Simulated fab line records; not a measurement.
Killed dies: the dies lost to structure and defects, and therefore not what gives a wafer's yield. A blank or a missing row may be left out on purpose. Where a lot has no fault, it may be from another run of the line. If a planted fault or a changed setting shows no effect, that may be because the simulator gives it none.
fab line records | flow ritCmos | part 1 of 2: steps 1 to 31 of 41
record lots=5 | wafers=15 | lastDay=7
route steps=202 shown NSD@132 PSD@142 SDANNEAL@153 PLDD@159 NLDD@160 SILICIDE@161 CONTACT@168
lots that met no fault: from a run of the same line without faults
startH: start of the lot's first displayed wafer, in hours after the record's first day | waitH: hours elapsed since this lot's preceding step | " identical to the entry in the row above | L1.1+2: a single row standing in for several wafers | - value missing, or start not given | * or withheld: withheld | < > ~ a bound
route shown NAME@n: a module of which the file shows steps, and the number in the route of the first | usual: the fault-free wafers' mean and standard deviation | same: alike in all rows | chamber/n: place in a boat | sites: the reading at each site | _std_site: the standard deviation of these | _edge_site: mean of outer sites minus mean of inner sites | radiusMm: for every site, how far away it sits from the centre of the wafer | mask NAME#n: copy n | behind: the tool/chamber that last shaped the wafer | hold: the reason the lot was held/the length of the hold in hours/how it ended | device: whichever transistor did not switch (one of n, p or np) | end of line: at the end of the route, the tests of the same wafers | step lacking rows: just its recipe | killed: count of dies lost to structure and defects at first sort (not the wafer's yield) | map: the dies of a wafer, with x for killed, . for not killed, _ for no die there
set.NAME: setting as actually run; set.NAME@STEP: the setting as run at that earlier step | model.NAME: the simulator's own value behind a step, which no gauge read
a table for each step, a row for each wafer; lots at some steps of the route
services: the hour from which a tool's chamber was out of use, counted from the record's first day as startH (under 0 if before that day), plus the number of hours and why
## steps
# step RIT_NSD_COAT_01
# recipe resist=NOVOLAK | spinRpm=3250 | resistThkNm=1000
lot.wafer  | tool          | chamber | startH | waitH
L080.2+3+5 | lithoTrack-02 | 0       | 81.75  | 0.1
L081.2+3+5 | lithoTrack-03 | 0       | 87.11  | 0.1
L082.4+5+6 | lithoTrack-01 | 0       | 92.75  | 0.1
L088.1+3+4 | lithoTrack-01 | 0       | 119.59 | 0.1
L097.2+4+5 | lithoTrack-01 | 0       | 168.97 | 0.1
# step RIT_NSD_SOFTBAKE_02
# recipe resist=NOVOLAK | tempC=90 | timeS=60
# usual plateTempC=90.00/0.12
lot.wafer | tool          | chamber | startH | waitH | plateTempC
L080.2    | lithoTrack-02 | 0       | 81.90  | 0.1   | 90.19
L080.3    | "             | 0       | "      | "     | 90.12
L080.5    | "             | 0       | "      | "     | 90.26
L081.2    | lithoTrack-03 | 0       | 87.26  | 0.1   | 90.07
L081.3    | "             | 0       | "      | "     | 90.05
L081.5    | "             | 0       | "      | "     | 89.96
L082.4    | lithoTrack-01 | 0       | 92.90  | 0.1   | 90.00
L082.5    | "             | 0       | "      | "     | 89.92
L082.6    | "             | 0       | "      | "     | 89.95
L088.1    | lithoTrack-01 | 0       | 119.74 | 0.1   | 90.02
L088.3    | "             | 0       | "      | "     | 90.02
L088.4    | "             | 0       | "      | "     | 90.01
L097.2    | lithoTrack-01 | 0       | 169.12 | 0.1   | 90.12
L097.4    | "             | 0       | "      | "     | 89.90
L097.5    | "             | 0       | "      | "     | 89.96
# step RIT_NSD_EXPOSE_03
# recipe maskId=M9 | na=0.57 | targetCdNm=40700 | doseMj=250
# usual reticleTempC=22.99/0.11
# same na=0.57
lot.wafer | tool            | chamber | startH | waitH | mask | reticleTempC
L080.2    | ilineStepper-02 | 0       | 82.17  | 0.2   | M9#0 | 23.07
L080.3    | "               | 0       | "      | "     | M9#0 | 22.95
L080.5    | "               | 0       | "      | "     | M9#0 | 23.01
L081.2    | ilineStepper-01 | 0       | 87.53  | 0.2   | M9#0 | 23.06
L081.3    | "               | 0       | "      | "     | M9#0 | 23.03
L081.5    | "               | 0       | "      | "     | M9#0 | 23.05
L082.4    | ilineStepper-02 | 0       | 93.16  | 0.2   | M9#0 | 23.05
L082.5    | "               | 0       | "      | "     | M9#0 | 22.89
L082.6    | "               | 0       | "      | "     | M9#0 | 22.99
L088.1    | ilineStepper-01 | 0       | 120.01 | 0.2   | M9#0 | 23.02
L088.3    | "               | 0       | "      | "     | M9#0 | 22.87
L088.4    | "               | 0       | "      | "     | M9#0 | 23.00
L097.2    | ilineStepper-01 | 0       | 169.39 | 0.2   | M9#0 | 23.04
L097.4    | "               | 0       | "      | "     | M9#0 | 22.99
L097.5    | "               | 0       | "      | "     | M9#0 | 23.00
# step RIT_NSD_PEB_04
# recipe resist=NOVOLAK | tempC=withheld | timeS=withheld
lot.wafer  | tool          | chamber | startH | waitH
L080.2+3+5 | lithoTrack-01 | 0       | 82.30  | 0.1
L081.2+3+5 | lithoTrack-03 | 0       | 87.65  | 0.1
L082.4+5+6 | lithoTrack-02 | 0       | 93.37  | 0.2
L088.1+3+4 | lithoTrack-02 | 0       | 120.13 | 0.1
L097.2+4+5 | lithoTrack-03 | 0       | 169.55 | 0.1
# step RIT_NSD_DEVELOP_05
# recipe resist=NOVOLAK | developTimeS=50 | devTempC=23
lot.wafer  | tool          | chamber | startH | waitH
L080.2+3+5 | lithoTrack-01 | 0       | -      | -
L081.2+3+5 | lithoTrack-03 | 0       | -      | -
L082.4+5+6 | lithoTrack-02 | 0       | -      | -
L088.1+3+4 | lithoTrack-02 | 0       | -      | -
L097.2+4+5 | lithoTrack-03 | 0       | -      | -
# step RIT_NSD_OVL_MEAS_06
# usual NSD_OVL=-0.6/1.4
lot.wafer | tool       | chamber | startH | waitH | NSD_OVL[nm]
L080.2    | overlay-01 | -       | 82.56  | -     | -1.1
L080.3    | "          | -       | "      | "     | -2.1
L080.5    | "          | -       | "      | "     | -2.9
L081.2    | overlay-01 | -       | 87.92  | -     | -1.0
L081.3    | "          | -       | "      | "     | -1.0
L081.5    | "          | -       | "      | "     | 0.1
L082.4    | overlay-02 | -       | 93.59  | -     | -0.8
L082.5    | "          | -       | "      | "     | -0.4
L082.6    | "          | -       | "      | "     | -0.3
L088.1    | overlay-01 | -       | 120.41 | -     | -1.5
L088.3    | "          | -       | "      | "     | 0.0
L088.4    | "          | -       | "      | "     | 0.3
L097.2    | overlay-02 | -       | 169.82 | -     | -0.4
L097.4    | "          | -       | "      | "     | -0.8
L097.5    | "          | -       | "      | "     | -0.8
# step RIT_NSD_HARDBAKE_07
# recipe resist=NOVOLAK | tempC=140 | timeS=60
# usual plateTempC=140.02/0.15
lot.wafer | tool          | chamber | startH | waitH | plateTempC
L080.2    | lithoTrack-02 | 0       | 82.61  | 0.0   | 139.94
L080.3    | "             | 0       | "      | "     | 140.15
L080.5    | "             | 0       | "      | "     | 139.85
L081.2    | lithoTrack-01 | 0       | 87.97  | 0.0   | 139.81
L081.3    | "             | 0       | "      | "     | 139.93
L081.5    | "             | 0       | "      | "     | 139.74
L082.4    | lithoTrack-02 | 0       | 93.69  | 0.1   | 139.88
L082.5    | "             | 0       | "      | "     | 139.95
L082.6    | "             | 0       | "      | "     | 139.80
L088.1    | lithoTrack-02 | 0       | 120.45 | 0.0   | 140.07
L088.3    | "             | 0       | "      | "     | 139.92
L088.4    | "             | 0       | "      | "     | 139.98
L097.2    | lithoTrack-02 | 0       | 169.87 | 0.0   | 140.27
L097.4    | "             | 0       | "      | "     | 140.20
L097.5    | "             | 0       | "      | "     | 140.33
# step RIT_NSD_IMPLANT_08
# recipe species=P | energyKev=25 | doseCm2=1e+15 | tiltDeg=7
lot.wafer  | tool         | chamber | startH | waitH
L080.2+3+5 | implanter-01 | 0       | 82.76  | 0.1
L081.2+3+5 | implanter-03 | 0       | 88.12  | 0.1
L082.4+5+6 | implanter-03 | 0       | 93.84  | 0.1
L088.1+3+4 | implanter-03 | 0       | 120.60 | 0.1
L097.2+4+5 | implanter-04 | 0       | 170.02 | 0.1
# step RIT_NSD_STRIP_09
# recipe chemistry=O2 | timeS=180 | resist=NOVOLAK | platenTempC=withheld | powerW=500 | pressureMtorr=4000 | o2FlowSccm=4000
# usual drypumpMotorCurrentA=5.6/0.43
lot.wafer | tool           | chamber | startH | waitH | drypumpMotorCurrentA | rfHoursCounterH
L080.2    | plasmaAsher-04 | 0       | 82.89  | 0.1   | 6.3                  | 45
L080.3    | "              | 0       | "      | "     | 6.3                  | -
L080.5    | "              | 1       | "      | "     | 5.7                  | -
L081.2    | plasmaAsher-01 | 0       | 88.25  | 0.1   | 5.8                  | 30
L081.3    | "              | 1       | "      | "     | 5.4                  | -
L081.5    | "              | 0       | "      | "     | 5.8                  | -
L082.4    | plasmaAsher-03 | 0       | 93.97  | 0.1   | 4.8                  | -
L082.5    | "              | 1       | "      | "     | 5.3                  | -
L082.6    | "              | 0       | "      | "     | 4.8                  | -
L088.1    | plasmaAsher-01 | 1       | 120.75 | 0.1   | 5.3                  | 33
L088.3    | "              | 0       | "      | "     | 5.7                  | -
L088.4    | "              | 1       | "      | "     | 5.4                  | -
L097.2    | plasmaAsher-01 | 0       | 170.15 | 0.1   | 5.7                  | 39
L097.4    | "              | 0       | "      | "     | 5.8                  | -
L097.5    | "              | 0       | "      | "     | 5.8                  | -
# step RIT_NSD_TW_MEAS_10
# usual NSD_TW=3131/38
lot.wafer | tool         | chamber | startH | waitH | NSD_TW
L080.2    | filmMetro-03 | -       | 83.07  | 0.1   | 3070
L080.3    | "            | -       | "      | "     | 3067
L080.5    | "            | -       | "      | "     | 3078
L081.2    | filmMetro-03 | -       | 88.43  | 0.1   | 3068
L081.3    | "            | -       | "      | "     | 3081
L081.5    | "            | -       | "      | "     | 3069
L082.4    | filmMetro-01 | -       | 94.12  | 0.1   | 3156
L082.5    | "            | -       | "      | "     | 3152
L082.6    | "            | -       | "      | "     | 3155
L088.1    | filmMetro-02 | -       | 120.92 | 0.1   | 3091
L088.3    | "            | -       | "      | "     | 3124
L088.4    | "            | -       | "      | "     | 3120
L097.2    | filmMetro-03 | -       | 170.33 | 0.1   | 3073
L097.4    | "            | -       | "      | "     | 3066
L097.5    | "            | -       | "      | "     | 3068
# step RIT_PSD_HMDS_00
# recipe primeTimeS=60 | primeTempC=140
lot.wafer  | tool          | chamber | startH | waitH
L080.2+3+5 | lithoTrack-04 | 0       | 83.15  | 0.1
L081.2+3+5 | lithoTrack-04 | 0       | 88.51  | 0.1
L082.4+5+6 | lithoTrack-03 | 0       | 94.22  | 0.1
L088.1+3+4 | lithoTrack-04 | 0       | 120.98 | 0.1
L097.2+4+5 | lithoTrack-04 | 0       | 170.41 | 0.1
# step RIT_PSD_COAT_01
# recipe resist=NOVOLAK | spinRpm=3250 | resistThkNm=1000
lot.wafer  | tool          | chamber | startH | waitH
L080.2+3+5 | lithoTrack-04 | 0       | 83.30  | 0.1
L081.2+3+5 | lithoTrack-04 | 0       | 88.66  | 0.1
L082.4+5+6 | lithoTrack-03 | 0       | 94.37  | 0.1
L088.1+3+4 | lithoTrack-04 | 0       | 121.13 | 0.1
L097.2+4+5 | lithoTrack-04 | 0       | 170.56 | 0.1
# step RIT_PSD_SOFTBAKE_02
# recipe resist=NOVOLAK | tempC=90 | timeS=60
# usual plateTempC=90.03/0.12
lot.wafer | tool          | chamber | startH | waitH | plateTempC
L080.2    | lithoTrack-04 | 0       | 83.45  | 0.1   | 90.05
L080.3    | "             | 0       | "      | "     | 89.99
L080.5    | "             | 0       | "      | "     | 89.71
L081.2    | lithoTrack-04 | 0       | 88.81  | 0.1   | 89.90
L081.3    | "             | 0       | "      | "     | 89.97
L081.5    | "             | 0       | "      | "     | 89.82
L082.4    | lithoTrack-03 | 0       | 94.52  | 0.1   | 89.96
L082.5    | "             | 0       | "      | "     | 89.87
L082.6    | "             | 0       | "      | "     | 89.96
L088.1    | lithoTrack-04 | 0       | 121.28 | 0.1   | 89.76
L088.3    | "             | 0       | "      | "     | 90.03
L088.4    | "             | 0       | "      | "     | 89.91
L097.2    | lithoTrack-04 | 0       | 170.71 | 0.1   | 89.97
L097.4    | "             | 0       | "      | "     | 90.21
L097.5    | "             | 0       | "      | "     | 90.23
# step RIT_PSD_EXPOSE_03
# recipe maskId=M10 | na=0.57 | targetCdNm=40900 | doseMj=250
# usual reticleTempC=23.03/0.095
# same na=0.57
lot.wafer | tool            | chamber | startH | waitH | mask  | reticleTempC
L080.2    | ilineStepper-02 | 0       | 83.59  | 0.1   | M10#0 | 22.90
L080.3    | "               | 0       | "      | "     | M10#0 | 22.99
L080.5    | "               | 0       | "      | "     | M10#0 | 22.87
L081.2    | ilineStepper-01 | 0       | 89.08  | 0.2   | M10#0 | 23.10
L081.3    | "               | 0       | "      | "     | M10#0 | 23.00
L081.5    | "               | 0       | "      | "     | M10#0 | 23.11
L082.4    | ilineStepper-02 | 0       | 94.78  | 0.2   | M10#0 | 23.15
L082.5    | "               | 0       | "      | "     | M10#0 | 22.95
L082.6    | "               | 0       | "      | "     | M10#0 | 23.04
L088.1    | ilineStepper-01 | 0       | 121.43 | 0.1   | M10#0 | 22.97
L088.3    | "               | 0       | "      | "     | M10#0 | 23.04
L088.4    | "               | 0       | "      | "     | M10#0 | 23.14
L097.2    | ilineStepper-02 | 0       | 170.98 | 0.2   | M10#0 | 22.84
L097.4    | "               | 0       | "      | "     | M10#0 | 23.01
L097.5    | "               | 0       | "      | "     | M10#0 | 22.92
# step RIT_PSD_PEB_04
# recipe resist=NOVOLAK | tempC=withheld | timeS=withheld
lot.wafer  | tool          | chamber | startH | waitH
L080.2+3+5 | lithoTrack-02 | 0       | 83.72  | 0.1
L081.2+3+5 | lithoTrack-02 | 0       | 89.20  | 0.1
L082.4+5+6 | lithoTrack-04 | 0       | 94.91  | 0.1
L088.1+3+4 | lithoTrack-04 | 0       | 121.55 | 0.1
L097.2+4+5 | lithoTrack-04 | 0       | 171.10 | 0.1
# step RIT_PSD_DEVELOP_05
# recipe resist=NOVOLAK | developTimeS=50 | devTempC=23
lot.wafer  | tool          | chamber | startH | waitH
L080.2+3+5 | lithoTrack-02 | 0       | -      | -
L081.2+3+5 | lithoTrack-02 | 0       | -      | -
L082.4+5+6 | lithoTrack-04 | 0       | -      | -
L088.1+3+4 | lithoTrack-04 | 0       | -      | -
L097.2+4+5 | lithoTrack-04 | 0       | -      | -
# step RIT_PSD_OVL_MEAS_06
# usual PSD_OVL=-0.6/1.5
lot.wafer | tool       | chamber | startH | waitH | PSD_OVL[nm]
L080.2    | overlay-02 | -       | 83.98  | -     | -0.4
L080.3    | "          | -       | "      | "     | 0.5
L080.5    | "          | -       | "      | "     | 1.0
L081.2    | overlay-01 | -       | 89.47  | -     | 0.8
L081.3    | "          | -       | "      | "     | -0.1
L081.5    | "          | -       | "      | "     | 0.0
L082.4    | overlay-02 | -       | 95.14  | -     | -0.1
L082.5    | "          | -       | "      | "     | -1.5
L082.6    | "          | -       | "      | "     | 0.6
L088.1    | overlay-01 | -       | 121.83 | -     | -1.3
L088.3    | "          | -       | "      | "     | 0.2
L088.4    | "          | -       | "      | "     | -1.0
L097.2    | overlay-02 | -       | 171.36 | -     | -1.9
L097.4    | "          | -       | "      | "     | -2.5
L097.5    | "          | -       | "      | "     | -1.9
# step RIT_PSD_HARDBAKE_07
# recipe resist=NOVOLAK | tempC=140 | timeS=60
# usual plateTempC=140.00/0.12
lot.wafer | tool          | chamber | startH | waitH | plateTempC
L080.2    | lithoTrack-03 | 0       | 84.04  | 0.0   | 139.95
L080.3    | "             | 0       | "      | "     | 139.75
L080.5    | "             | 0       | "      | "     | 139.92
L081.2    | lithoTrack-03 | 0       | 89.52  | 0.0   | 139.99
L081.3    | "             | 0       | "      | "     | 139.96
L081.5    | "             | 0       | "      | "     | 139.98
L082.4    | lithoTrack-03 | 0       | 95.23  | 0.1   | 139.73
L082.5    | "             | 0       | "      | "     | 140.13
L082.6    | "             | 0       | "      | "     | 139.87
L088.1    | lithoTrack-04 | 0       | 121.87 | 0.0   | 139.87
L088.3    | "             | 0       | "      | "     | 139.84
L088.4    | "             | 0       | "      | "     | 140.07
L097.2    | lithoTrack-04 | 0       | 171.42 | 0.0   | 139.96
L097.4    | "             | 0       | "      | "     | 140.11
L097.5    | "             | 0       | "      | "     | 139.88
# step RIT_PSD_IMPLANT_08
# recipe species=BF2 | energyKev=27 | doseCm2=5e+15 | tiltDeg=7
lot.wafer  | tool         | chamber | startH | waitH
L080.2+3+5 | implanter-01 | 0       | 84.19  | 0.1
L081.2+3+5 | implanter-01 | 0       | 89.67  | 0.1
L082.4+5+6 | implanter-01 | 0       | 95.38  | 0.1
L088.1+3+4 | implanter-03 | 0       | 122.02 | 0.1
L097.2+4+5 | implanter-03 | 0       | 171.57 | 0.1
# step RIT_PSD_STRIP_09
# recipe chemistry=O2 | timeS=180 | resist=NOVOLAK | platenTempC=withheld | powerW=500 | pressureMtorr=4000 | o2FlowSccm=4000
# usual drypumpMotorCurrentA=5.6/0.48
lot.wafer | tool           | chamber | startH | waitH | drypumpMotorCurrentA | rfHoursCounterH
L080.2    | plasmaAsher-03 | 0       | 84.31  | 0.1   | 4.8                  | 44
L080.3    | "              | 0       | "      | "     | 4.8                  | -
L080.5    | "              | 0       | "      | "     | 4.8                  | -
L081.2    | plasmaAsher-02 | 0       | 89.80  | 0.1   | 5.3                  | 43
L081.3    | "              | 1       | "      | "     | 6.0                  | -
L081.5    | "              | 0       | "      | "     | 5.3                  | -
L082.4    | plasmaAsher-03 | 0       | 95.52  | 0.1   | 4.8                  | -
L082.5    | "              | 0       | "      | "     | 4.8                  | -
L082.6    | "              | 1       | "      | "     | 5.3                  | -
L088.1    | plasmaAsher-02 | 1       | 122.17 | 0.1   | 6.0                  | 1
L088.3    | "              | 1       | "      | "     | 6.0                  | -
L088.4    | "              | 0       | "      | "     | 5.3                  | -
L097.2    | plasmaAsher-04 | 1       | 171.69 | 0.1   | 5.7                  | 53
L097.4    | "              | 0       | "      | "     | 6.3                  | -
L097.5    | "              | 0       | "      | "     | 6.3                  | -
# step RIT_PSD_TW_MEAS_10
# usual PSD_TW=3448/31
lot.wafer | tool         | chamber | startH | waitH | PSD_TW
L080.2    | filmMetro-02 | -       | 84.50  | 0.1   | 3449
L080.3    | "            | -       | "      | "     | 3451
L080.5    | "            | -       | "      | "     | 3463
L081.2    | filmMetro-03 | -       | 89.98  | 0.1   | 3405
L081.3    | "            | -       | "      | "     | 3376
L081.5    | "            | -       | "      | "     | 3388
L082.4    | filmMetro-01 | -       | 95.66  | 0.1   | 3487
L082.5    | "            | -       | "      | "     | 3479
L082.6    | "            | -       | "      | "     | 3487
L088.1    | filmMetro-02 | -       | 122.34 | 0.1   | 3434
L088.3    | "            | -       | "      | "     | 3411
L088.4    | "            | -       | "      | "     | 3429
L097.2    | filmMetro-02 | -       | 171.88 | 0.1   | 3438
L097.4    | "            | -       | "      | "     | 3426
L097.5    | "            | -       | "      | "     | 3435
# step RIT_SDANNEAL_CLEAN_00
# recipe chemistry=SC1 | mix=3:3:50 | timeS=600 | tempC=75
# usual tempC=74.98/0.12
lot.wafer | tool        | chamber | startH | waitH | tempC
L080.2    | wetBench-02 | 2       | 84.55  | 0.0   | 75.10
L080.3    | "           | 2       | "      | "     | 74.97
L080.5    | "           | 2       | "      | "     | 75.09
L081.2    | wetBench-04 | 3       | 90.03  | 0.0   | 74.87
L081.3    | "           | 3       | "      | "     | 75.00
L081.5    | "           | 3       | "      | "     | 74.90
L082.4    | wetBench-01 | 2       | 95.69  | 0.0   | 74.94
L082.5    | "           | 2       | "      | "     | 75.05
L082.6    | "           | 2       | "      | "     | 75.01
L088.1    | wetBench-01 | 2       | 122.40 | 0.1   | 74.96
L088.3    | "           | 2       | "      | "     | 74.84
L088.4    | "           | 2       | "      | "     | 75.04
L097.2    | wetBench-04 | 0       | 171.93 | 0.0   | 75.01
L097.4    | "           | 0       | "      | "     | 75.19
L097.5    | "           | 0       | "      | "     | 75.05
# step RIT_SDANNEAL_CLEAN_01
# recipe chemistry=dHF | dilution=50:1 | timeS=30
lot.wafer  | tool        | chamber | startH | waitH
L080.2+3+5 | wetBench-01 | 0       | 84.74  | 0.0
L081.2+3+5 | wetBench-04 | 0       | 90.21  | 0.0
L082.4+5+6 | wetBench-04 | 2       | 95.87  | 0.0
L088.1+3+4 | wetBench-02 | 2       | 122.58 | 0.0
L097.2+4+5 | wetBench-01 | 3       | 172.10 | 0.0
# step RIT_SDANNEAL_CLEAN_02
# recipe chemistry=SC2 | mix=3:3:50 | timeS=600 | tempC=75 | dry=n2Spin
# usual tempC=74.99/0.13
lot.wafer | tool        | chamber | startH | waitH | tempC
L080.2    | wetBench-04 | 2       | 84.75  | 0.0   | 75.11
L080.3    | "           | 2       | "      | "     | 75.16
L080.5    | "           | 2       | "      | "     | 75.20
L081.2    | wetBench-04 | 2       | 90.22  | 0.0   | 74.91
L081.3    | "           | 2       | "      | "     | 75.16
L081.5    | "           | 2       | "      | "     | 74.82
L082.4    | wetBench-01 | 1       | 95.88  | 0.0   | 74.96
L082.5    | "           | 1       | "      | "     | 74.90
L082.6    | "           | 1       | "      | "     | 75.03
L088.1    | wetBench-04 | 3       | 122.59 | 0.0   | 74.77
L088.3    | "           | 3       | "      | "     | 74.89
L088.4    | "           | 3       | "      | "     | 75.02
L097.2    | wetBench-02 | 0       | 172.12 | 0.0   | 74.77
L097.4    | "           | 0       | "      | "     | 74.74
L097.5    | "           | 0       | "      | "     | 74.76
# step RIT_SDANNEAL_RTA_03
# recipe tempC=1050 | timeS=5 | idleTempC=600 | rampUpCPerS=342 | rampDownCPerS=171 | coolToC=600 | ambient=N2
# usual chamberO2Ppm=1.999/0.023 | wafer_temp_C_max=1053.5/1.2
lot.wafer | tool         | chamber | startH | waitH | chamberO2Ppm | wafer_temp_C_max
L080.2    | rtpAnneal-02 | 0       | 84.94  | 0.0   | 1.949        | 1052.3
L080.3    | "            | 0       | "      | "     | 1.980        | 1054.6
L080.5    | "            | 0       | "      | "     | 1.988        | 1052.8
L081.2    | rtpAnneal-01 | 0       | 90.41  | 0.0   | 1.984        | 1054.0
L081.3    | "            | 0       | "      | "     | 1.969        | 1051.1
L081.5    | "            | 0       | "      | "     | 2.004        | 1053.9
L082.4    | rtpAnneal-02 | 0       | 96.09  | 0.0   | 2.027        | 1055.4
L082.5    | "            | 0       | "      | "     | 2.016        | 1053.2
L082.6    | "            | 0       | "      | "     | 2.023        | 1053.0
L088.1    | rtpAnneal-02 | 0       | 122.79 | 0.0   | 1.995        | 1054.6
L088.3    | "            | 0       | "      | "     | 1.970        | 1052.2
L088.4    | "            | 0       | "      | "     | 1.966        | 1054.1
L097.2    | rtpAnneal-01 | 0       | 172.31 | 0.0   | 2.015        | 1054.7
L097.4    | "            | 0       | "      | "     | 1.986        | 1055.0
L097.5    | "            | 0       | "      | "     | 1.991        | 1052.7
# step RIT_SDANNEAL_RS_MEAS_04
# recipe thkMeasGauge=four-point-probe
# usual PSD_RS=115.98/0.24
lot.wafer | tool         | chamber | startH | waitH | PSD_RS[ohm/sq]
L080.2    | filmMetro-03 | -       | 85.01  | 0.1   | 116.03
L080.3    | "            | -       | "      | "     | 115.79
L080.5    | "            | -       | "      | "     | 116.05
L081.2    | filmMetro-01 | -       | 90.48  | 0.1   | 116.07
L081.3    | "            | -       | "      | "     | 116.11
L081.5    | "            | -       | "      | "     | 116.09
L082.4    | filmMetro-03 | -       | 96.18  | 0.1   | 116.06
L082.5    | "            | -       | "      | "     | 115.70
L082.6    | "            | -       | "      | "     | 115.73
L088.1    | filmMetro-01 | -       | 122.84 | 0.0   | 115.63
L088.3    | "            | -       | "      | "     | 115.63
L088.4    | "            | -       | "      | "     | 115.57
L097.2    | filmMetro-03 | -       | 172.37 | 0.1   | 116.20
L097.4    | "            | -       | "      | "     | 116.24
L097.5    | "            | -       | "      | "     | 116.21
# step RIT_SDANNEAL_RS_MEAS_05
# recipe thkMeasGauge=four-point-probe
# usual NSD_RS=84.48/0.29
lot.wafer | tool         | chamber | startH | waitH | NSD_RS[ohm/sq]
L080.2    | filmMetro-03 | -       | 85.13  | 0.1   | 84.50
L080.3    | "            | -       | "      | "     | 84.43
L080.5    | "            | -       | "      | "     | 84.34
L081.2    | filmMetro-01 | -       | 90.60  | 0.1   | 84.45
L081.3    | "            | -       | "      | "     | 84.49
L081.5    | "            | -       | "      | "     | 84.57
L082.4    | filmMetro-03 | -       | 96.30  | 0.1   | 84.61
L082.5    | "            | -       | "      | "     | 84.45
L082.6    | "            | -       | "      | "     | 84.81
L088.1    | filmMetro-01 | -       | 122.96 | 0.1   | 84.93
L088.3    | "            | -       | "      | "     | 85.09
L088.4    | "            | -       | "      | "     | 84.86
L097.2    | filmMetro-03 | -       | 172.49 | 0.1   | 84.14
L097.4    | "            | -       | "      | "     | 84.00
L097.5    | "            | -       | "      | "     | 84.05
# step RIT_SDANNEAL_RS_MEAS_06
# recipe thkMeasGauge=four-point-probe
# usual PLDD_RS=178.7/0.5
lot.wafer | tool         | chamber | startH | waitH | PLDD_RS[ohm/sq]
L080.2    | filmMetro-03 | -       | 85.25  | 0.1   | 178.5
L080.3    | "            | -       | "      | "     | 177.9
L080.5    | "            | -       | "      | "     | 178.5
L081.2    | filmMetro-01 | -       | 90.72  | 0.1   | 178.6
L081.3    | "            | -       | "      | "     | 178.8
L081.5    | "            | -       | "      | "     | 178.7
L082.4    | filmMetro-03 | -       | 96.42  | 0.1   | 179.3
L082.5    | "            | -       | "      | "     | 178.7
L082.6    | "            | -       | "      | "     | 178.5
L088.1    | filmMetro-01 | -       | 123.08 | 0.1   | 177.2
L088.3    | "            | -       | "      | "     | 178.3
L088.4    | "            | -       | "      | "     | 177.5
L097.2    | filmMetro-03 | -       | 172.61 | 0.1   | 178.4
L097.4    | "            | -       | "      | "     | 179.5
L097.5    | "            | -       | "      | "     | 178.7
# step RIT_SDANNEAL_RS_MEAS_07
# recipe thkMeasGauge=four-point-probe
# usual NLDD_RS=151.6/0.43
lot.wafer | tool         | chamber | startH | waitH | NLDD_RS[ohm/sq]
L080.2    | filmMetro-03 | -       | 85.37  | 0.1   | 151.5
L080.3    | "            | -       | "      | "     | 151.4
L080.5    | "            | -       | "      | "     | 151.3
L081.2    | filmMetro-01 | -       | 90.84  | 0.1   | 152.1
L081.3    | "            | -       | "      | "     | 152.1
L081.5    | "            | -       | "      | "     | 151.4
L082.4    | filmMetro-03 | -       | 96.54  | 0.1   | 151.0
L082.5    | "            | -       | "      | "     | 151.3
L082.6    | "            | -       | "      | "     | 151.2
L088.1    | filmMetro-01 | -       | 123.20 | 0.1   | 151.5
L088.3    | "            | -       | "      | "     | 151.5
L088.4    | "            | -       | "      | "     | 151.2
L097.2    | filmMetro-03 | -       | 172.73 | 0.1   | 151.9
L097.4    | "            | -       | "      | "     | 151.2
L097.5    | "            | -       | "      | "     | 151.6
# step RIT_SILICIDE_WET_ETCH_00
# recipe chemistry=BOE | target=SiO2 | targetDepthNm=14 | timeS=15 | dry=n2Spin | dilution=10:1 | tempC=21.5
# usual tempC=21.51/0.11
lot.wafer | tool        | chamber | startH | waitH | tempC
L080.2    | wetBench-03 | 2       | 85.47  | 0.1   | 21.46
L080.3    | "           | 2       | "      | "     | 21.60
L080.5    | "           | 2       | "      | "     | 21.51
L081.2    | wetBench-04 | 2       | 90.94  | 0.1   | 21.55
L081.3    | "           | 2       | "      | "     | 21.57
L081.5    | "           | 2       | "      | "     | 21.49
L082.4    | wetBench-04 | 3       | 96.60  | 0.0   | 21.43
L082.5    | "           | 3       | "      | "     | 21.46
L082.6    | "           | 3       | "      | "     | 21.49
L088.1    | wetBench-03 | 3       | 123.32 | 0.1   | 21.50
L088.3    | "           | 3       | "      | "     | 21.64
L088.4    | "           | 3       | "      | "     | 21.63
L097.2    | wetBench-04 | 1       | 172.83 | 0.1   | 21.50
L097.4    | "           | 1       | "      | "     | 21.51
L097.5    | "           | 1       | "      | "     | 21.36
# step RIT_SILICIDE_SPUTTER_01
# recipe material=Ti | targetThkNm=30 | powerW=350 | chamberPressurePa=0.667 | gas=Ar | timeS=240 | substrateTempC=25
# usual throttleValvePct=29.6/1
lot.wafer | tool          | chamber | startH | waitH | throttleValvePct
L080.2    | pvdSputter-04 | -       | 85.48  | 0.0   | 30.0
L080.3    | "             | -       | "      | "     | 29.5
L080.5    | "             | -       | "      | "     | 29.9
L081.2    | pvdSputter-03 | -       | 90.95  | 0.0   | 28.8
L081.3    | "             | -       | "      | "     | 31.0
L081.5    | "             | -       | "      | "     | 30.9
L082.4    | pvdSputter-04 | -       | 96.61  | 0.0   | 29.9
L082.5    | "             | -       | "      | "     | 29.5
L082.6    | "             | -       | "      | "     | 27.8
L088.1    | pvdSputter-04 | -       | 123.34 | 0.0   | 30.0
L088.3    | "             | -       | "      | "     | 29.3
L088.4    | "             | -       | "      | "     | 27.7
L097.2    | pvdSputter-02 | -       | 172.85 | 0.0   | 32.7
L097.4    | "             | -       | "      | "     | 29.2
L097.5    | "             | -       | "      | "     | 29.2
